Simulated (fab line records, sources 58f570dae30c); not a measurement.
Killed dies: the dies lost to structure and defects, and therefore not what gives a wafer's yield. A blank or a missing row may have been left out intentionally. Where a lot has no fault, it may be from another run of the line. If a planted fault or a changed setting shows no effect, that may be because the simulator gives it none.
Split-lot trial :: flow berkeleyCmos170 :: 5 lots, 27 wafers read, on a route of 331 steps

== ON THE SPLIT ==
At UCB170_SPACER_CVD_00 (deposits SiO2 from TEOS/O2, target thk 376 nm, time 47 s), the setting timeS was moved away from the recipe's 47 s on 12 of the 27 wafers read, by -27.1% to +58.1%. All remaining wafers had this setting at the recipe value.

No step appears in the file between the split and the reading.

== THE READING ==
SPACER_TEOS_THK, in nm, at UCB170_SPACER_THK_MEAS_01. A value of 376 nm with a standard deviation of 6.6 nm is what fault-free wafers of this fab line usually give.

wafer: L078.1
tool, chamber at the split: pecvd-03, 2
timeS as run, s: 47
against the recipe: recipe
SPACER_TEOS_THK, nm: 374
against lot-mates on the recipe: -

wafer: L078.2
tool, chamber at the split: pecvd-03, 1
timeS as run, s: 47
against the recipe: recipe
SPACER_TEOS_THK, nm: 375
against lot-mates on the recipe: -

wafer: L078.3
tool, chamber at the split: pecvd-03, 0
timeS as run, s: 74.33
against the recipe: +58.1%
SPACER_TEOS_THK, nm: 590
against lot-mates on the recipe: +212

wafer: L078.4
tool, chamber at the split: pecvd-03, 2
timeS as run, s: 47
against the recipe: recipe
SPACER_TEOS_THK, nm: 384
against lot-mates on the recipe: -

wafer: L078.5
tool, chamber at the split: pecvd-03, 0
timeS as run, s: 74.33
against the recipe: +58.1%
SPACER_TEOS_THK, nm: 594
against lot-mates on the recipe: +216

wafer: L078.6
tool, chamber at the split: pecvd-03, 1
timeS as run, s: 74.33
against the recipe: +58.1%
SPACER_TEOS_THK, nm: 596
against lot-mates on the recipe: +218

wafer: L079.1
tool, chamber at the split: pecvd-02, 0
timeS as run, s: 47
against the recipe: recipe
SPACER_TEOS_THK, nm: 372
against lot-mates on the recipe: -

wafer: L079.2
tool, chamber at the split: pecvd-02, 1
timeS as run, s: 47
against the recipe: recipe
SPACER_TEOS_THK, nm: 365
against lot-mates on the recipe: -

wafer: L079.3
tool, chamber at the split: pecvd-02, 2
timeS as run, s: 34.28
against the recipe: -27.1%
SPACER_TEOS_THK, nm: 265
against lot-mates on the recipe: -107

wafer: L079.4
tool, chamber at the split: pecvd-02, 0
timeS as run, s: 47
against the recipe: recipe
SPACER_TEOS_THK, nm: 378
against lot-mates on the recipe: -

wafer: L079.5
tool, chamber at the split: pecvd-02, 1
timeS as run, s: 34.28
against the recipe: -27.1%
SPACER_TEOS_THK, nm: 268
against lot-mates on the recipe: -104

wafer: L079.6
tool, chamber at the split: pecvd-02, 2
timeS as run, s: 34.28
against the recipe: -27.1%
SPACER_TEOS_THK, nm: 265
against lot-mates on the recipe: -107

wafer: L075.1
tool, chamber at the split: pecvd-03, 1
timeS as run, s: 38.08
against the recipe: -19.0%
SPACER_TEOS_THK, nm: 306
against lot-mates on the recipe: -80

wafer: L075.2
tool, chamber at the split: pecvd-03, 2
timeS as run, s: 47
against the recipe: recipe
SPACER_TEOS_THK, nm: 385
against lot-mates on the recipe: -

wafer: L075.3
tool, chamber at the split: pecvd-03, 0
timeS as run, s: 38.08
against the recipe: -19.0%
SPACER_TEOS_THK, nm: 307
against lot-mates on the recipe: -79

wafer: L075.4
tool, chamber at the split: pecvd-03, 2
timeS as run, s: 47
against the recipe: recipe
SPACER_TEOS_THK, nm: 390
against lot-mates on the recipe: -

wafer: L075.5
tool, chamber at the split: pecvd-03, 0
timeS as run, s: 47
against the recipe: recipe
SPACER_TEOS_THK, nm: 382
against lot-mates on the recipe: -

wafer: L075.6
tool, chamber at the split: pecvd-03, 1
timeS as run, s: 38.08
against the recipe: -19.0%
SPACER_TEOS_THK, nm: 312
against lot-mates on the recipe: -74

wafer: L082.1
tool, chamber at the split: pecvd-03, 1
timeS as run, s: 47
against the recipe: recipe
SPACER_TEOS_THK, nm: 374
against lot-mates on the recipe: -

wafer: L082.2
tool, chamber at the split: pecvd-03, 2
timeS as run, s: 47
against the recipe: recipe
SPACER_TEOS_THK, nm: 381
against lot-mates on the recipe: -

wafer: L082.3
tool, chamber at the split: pecvd-03, 2
timeS as run, s: 47
against the recipe: recipe
SPACER_TEOS_THK, nm: 384
against lot-mates on the recipe: -

wafer: L081.1
tool, chamber at the split: pecvd-02, 2
timeS as run, s: 47
against the recipe: recipe
SPACER_TEOS_THK, nm: 375
against lot-mates on the recipe: -

wafer: L081.2
tool, chamber at the split: pecvd-02, 0
timeS as run, s: 60.66
against the recipe: +29.1%
SPACER_TEOS_THK, nm: 481
against lot-mates on the recipe: +105

wafer: L081.3
tool, chamber at the split: pecvd-02, 1
timeS as run, s: 60.66
against the recipe: +29.1%
SPACER_TEOS_THK, nm: 480
against lot-mates on the recipe: +104

wafer: L081.4
tool, chamber at the split: pecvd-02, 0
timeS as run, s: 60.66
against the recipe: +29.1%
SPACER_TEOS_THK, nm: 492
against lot-mates on the recipe: +116

wafer: L081.5
tool, chamber at the split: pecvd-02, 2
timeS as run, s: 47
against the recipe: recipe
SPACER_TEOS_THK, nm: 378
against lot-mates on the recipe: -

wafer: L081.6
tool, chamber at the split: pecvd-02, 1
timeS as run, s: 47
against the recipe: recipe
SPACER_TEOS_THK, nm: 375
against lot-mates on the recipe: -

THE FIT
A straight line over all 27 wafers: SPACER_TEOS_THK changes by +3.77 nm for each +1% of timeS; r = +1.00; the points scatter about the line by 6.3 nm.
The same after taking each lot's own level away (the mean of its wafers on the recipe; 27 wafers): +3.78 nm for each +1%; r = +1.00; scatter 4.4 nm.
Per that fit: largest timeS move, reading shift of 2.2e+02 nm.
The lots' own levels span 371.7 to 385.7 nm, that is 2.1 times the standard deviation above.
The two slopes agree, so the slope changes little with the lot-to-lot level.
Check: +220 nm against its lot-mates is what the line predicts for one of the wafers moved furthest among these (+58.1%) when that wafer is left out of the fit. It came out at +212 nm against them.

== THE OTHER SPLITS THESE WAFERS WENT THROUGH ==
Other splits were also applied to these wafers ahead of the reading. Each is held against what the fit with the lots' levels taken away leaves over:
other split on the same wafers: UCB170_NWELL_ETCH_13 targetDepthA
wafers away from the commonest value: 12
r with SPACER_TEOS_THK (lot level and that fit taken away): +0.04

other split on the same wafers: UCB170_FIELD_OXIDATION_01 oxTimeS
wafers away from the commonest value: 12
r with SPACER_TEOS_THK (lot level and that fit taken away): -0.13

== THE WHOLE CHAIN: every reading that the file lists as answering this split, in the file's order ==
step: UCB170_SPACER_CVD_00
what it does: deposits SiO2 from TEOS/O2, target thk 376 nm, time 47 s
reading: SiO2_of_SPACER_CVD_00.thkNm (the simulator's own value, which no gauge read)
change (the file's fit): +3.77 nm for each +1% of the setting
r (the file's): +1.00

step: UCB170_SPACER_THK_MEAS_01
what it does: 
reading: SPACER_TEOS_THK
change (the file's fit): +3.77 for each +1% of the setting
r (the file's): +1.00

step: UCB170_SPACER_ETCHBACK_03
what it does: etches SiO2 in CHF3/CF4/Ar, stops on Si, target depth 376 nm, time 100 s
reading: etch.depthNm (the simulator's own value, which no gauge read)
change (the file's fit): +3.23 nm for each +1% of the setting
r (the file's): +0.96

step: UCB170_M3_PROBE_99
what it does: 
reading: etest.pmos_0p6.rOnOhmUm (the simulator's own value, which no gauge read)
change (the file's fit): not straight: 5728 at the lowest setting, 8421 at the recipe, 4.437e+04 at the highest
r (the file's): not given

step: UCB170_M3_PROBE_99
what it does: 
reading: etest.pldd.lineOhmUm (the simulator's own value, which no gauge read)
change (the file's fit): not straight: 141.1 at the lowest setting, 1827 at the recipe, 1674 at the highest
r (the file's): not given

step: UCB170_M3_PROBE_99
what it does: 
reading: etest.pldd.rsOhmSq (the simulator's own value, which no gauge read)
change (the file's fit): not straight: 89.22 at the lowest setting, 1083 at the recipe, 1123 at the highest
r (the file's): not given

step: UCB170_M3_PROBE_99
what it does: 
reading: etest.nldd.rsOhmSq (the simulator's own value, which no gauge read)
change (the file's fit): not straight: 78.05 at the lowest setting, 779.4 at the recipe, 775.6 at the highest
r (the file's): not given

step: UCB170_M3_PROBE_99
what it does: 
reading: etest.nmos_0p35.rOnOhmUm (the simulator's own value, which no gauge read)
change (the file's fit): +20.4 for each +1% of the setting
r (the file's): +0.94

== THE FILE'S OWN FIT ==
SPACER_TEOS_THK changes by +3.77 nm for each +1% of timeS, r = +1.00.
